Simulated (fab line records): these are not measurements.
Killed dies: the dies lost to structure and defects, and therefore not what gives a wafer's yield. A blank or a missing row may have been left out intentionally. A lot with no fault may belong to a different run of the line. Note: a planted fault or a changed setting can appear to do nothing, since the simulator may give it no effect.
A struck lot beside a sound one / flow rit cmos / 43 steps out of a route of 202
Sound: wafers L351.1, L351.3, L351.5. Wafers struck: L362.2, L362.3, L362.4. The cause comes at the end.
Order at every step that has rows: each side's tool, ch and its chambers, its first start. Under that, the readings that differ: sound wafers / struck wafers / difference of the means / sigmas: that difference in standard deviations of wafers without a fault.
alike: words and numbers the same on both sides, and readings whose means are apart by under 2 such deviations; not compared: readings that were withheld, readings missing a value for some wafer, numbers with overlapping values and no deviation given by the record, and bounds like >300 which may hide the same value.
A row with sigmas, a row that says differs or no value, or rows on one side alone: a step with any of these is where the two part. When numbers do not overlap yet have no deviation, they are printed without sigmas and do not part them. Lack of a reading on every wafer of one side parts them only where that side has two or more wafers.

first, 5 steps without rows for these wafers: RIT_PRETRO_COAT_01 (resist thk 1300 nm); RIT_PRETRO_SOFTBAKE_02 (time 60 s); RIT_PRETRO_EXPOSE_03 (exposes mask M5, target cd 43700 nm); RIT_PRETRO_PEB_04; RIT_PRETRO_DEVELOP_05 (develop time 68 s).
RIT_PRETRO_OVL_MEAS_06:
  sound on overlay-02 at day 3 04:47; struck on overlay-01 at day 5 13:49
  alike: PRETRO_OVL
then, 2 steps without rows for these wafers: RIT_PRETRO_HARDBAKE_07 (time 120 s); RIT_PRETRO_IMPLANT_08.
RIT_PRETRO_STRIP_09: strips in O2, time 180 s.
  sound on plasma asher-02 ch 1, day 3 05:13; struck on plasma asher-04 ch 0,1, day 5 14:15
  alike: drypump motor current A
  not compared: rf hours counter h
RIT_PRETRO_TW_MEAS_10:
  sound on film metro-02 at day 3 05:23; struck on film metro-02 at day 5 14:26
  alike: PRETRO_TW
then, 2 steps without rows for these wafers: RIT_GATE_WET_ETCH_00 (etches SiO2 in BOE, target depth 56 nm, time 60 s); RIT_GATE_CLEAN_01 (cleans in SC1, time 600 s).
RIT_GATE_CLEAN_02: cleans in dHF, time 30.81 s.
  sound on wet bench-04 ch 3, day 3 05:52; struck on wet bench-04 ch 1, day 5 14:43
then, 2 steps without rows for these wafers: RIT_GATE_CLEAN_03 (cleans in SC2, time 600 s); RIT_GATE_CLEAN_04 (cleans in dHF, time 60 s).
RIT_FOX2_THK_MEAS_91:
  sound on film metro-04 at day 3 06:17; struck on film metro-04 at day 5 14:57
  alike: FIELD_OXIDE_LEFT_2_THK
then, 2 steps without rows for these wafers: RIT_GATE_OXIDATION_05 (target thk 3 nm, ox time 270 s); RIT_GATE_ANNEAL_06 (time 600 s).
RIT_GATE_THK_MEAS_07:
  sound on film metro-02 at day 3 08:44; struck on film metro-04 at day 5 18:37
  alike: GATE_OXIDE_THK
then, 1 step without rows for these wafers: RIT_GATE_CVD_08 (deposits poly-Si from SiH4, target thk 250 nm, time 2220 s).
RIT_GATE_THK_MEAS_09:
  sound on film metro-01 at day 3 10:25; struck on film metro-04 at day 5 21:17
  alike: GATE_POLY_THK
then, 6 steps without rows for these wafers: RIT_GATE_HMDS_10 (prime time 60 s); RIT_GATE_COAT_11 (resist thk 850 nm); RIT_GATE_SOFTBAKE_12 (time 60 s); RIT_GATE_EXPOSE_13 (exposes mask M6, target cd 150 nm); RIT_GATE_PEB_14; RIT_GATE_DEVELOP_15 (develop time 51.25 s).
RIT_GATE_CD_MEAS_16: the cd target is 150 nm.
  sound on cd sem-01 at day 3 11:23; struck on cd sem-02 at day 5 22:38
  alike: cd nm
RIT_GATE_OVL_MEAS_17:
  sound on overlay-01 at day 3 11:30; struck on overlay-01 at day 5 22:44
  alike: GATE_OVL
then, 1 step without rows for these wafers: RIT_GATE_HARDBAKE_18 (time 60 s).
RIT_GATE_ETCH_19: etches poly-Si in SF6/CHF3/O2, stops on SiO2, time 165 s, target depth 312.5 nm.
  sound on rie si-02 ch 0,2, day 3 11:41; struck on rie si-01 ch 1,2,3, day 5 23:01
  alike: O2_flow_sccm, SF6_flow_sccm, drypump motor current A, oes product au, rf fwd power W, throttle valve pct
  not compared: rf hours counter h
RIT_GATE_STRIP_20: strips in O2, time 180 s.
  sound on plasma asher-03 ch 0,1, day 3 11:48; struck on plasma asher-02 ch 0,1, day 5 23:08
  alike: drypump motor current A
  not compared: rf hours counter h
RIT_GATE_CD_MEAS_90: the cd target is 150 nm.
  sound on cd sem-02 at day 3 11:58; struck on cd sem-02 at day 5 23:19
  alike: cd nm
then, 4 steps without rows for these wafers: RIT_REOX_CLEAN_00 (cleans in SC1, time 600 s); RIT_REOX_CLEAN_01 (cleans in dHF, time 30 s); RIT_REOX_CLEAN_02 (cleans in SC2, time 600 s); RIT_REOX_OXIDATION_03 (target thk 25.2 nm, ox time 5580 s).
RIT_REOX_THK_MEAS_04:
  sound on film metro-03 at day 3 16:36; struck on film metro-04 at day 6 02:41
  alike: REOX_OXIDE_THK
then, 2 steps without rows for these wafers: RIT_NLDD_HMDS_00 (prime time 60 s); RIT_NLDD_COAT_01 (resist thk 1000 nm).
RIT_NLDD_SOFTBAKE_02: time 62.75 s.
  sound on litho track-01 ch 0, day 3 17:07; struck on litho track-04 ch 0, day 6 03:04
  alike: plate sensor t centre C, plate sensor t edge C
then, 1 step without rows for these wafers: RIT_NLDD_EXPOSE_03 (exposes mask M7, target cd 40700 nm).
RIT_M1_PROBE_99:
  sound on prober-01 at day 4 09:02; struck on prober-02 at day 6 19:04
reading=killed at front end; sound=7 3 8; struck=15 16 16; difference=+10; sigmas=+3
reading=killed dies; sound=7 3 8; struck=15 16 16; difference=+10; sigmas=+3
reading=killed on rim; sound=2 1 2; struck=9 8 9; difference=+7; sigmas=+5
  alike: killed open, killed short

== WHERE THEY PART ==
RIT_M1_PROBE_99 only, going by this record.

WHY: what had been put in by the simulator
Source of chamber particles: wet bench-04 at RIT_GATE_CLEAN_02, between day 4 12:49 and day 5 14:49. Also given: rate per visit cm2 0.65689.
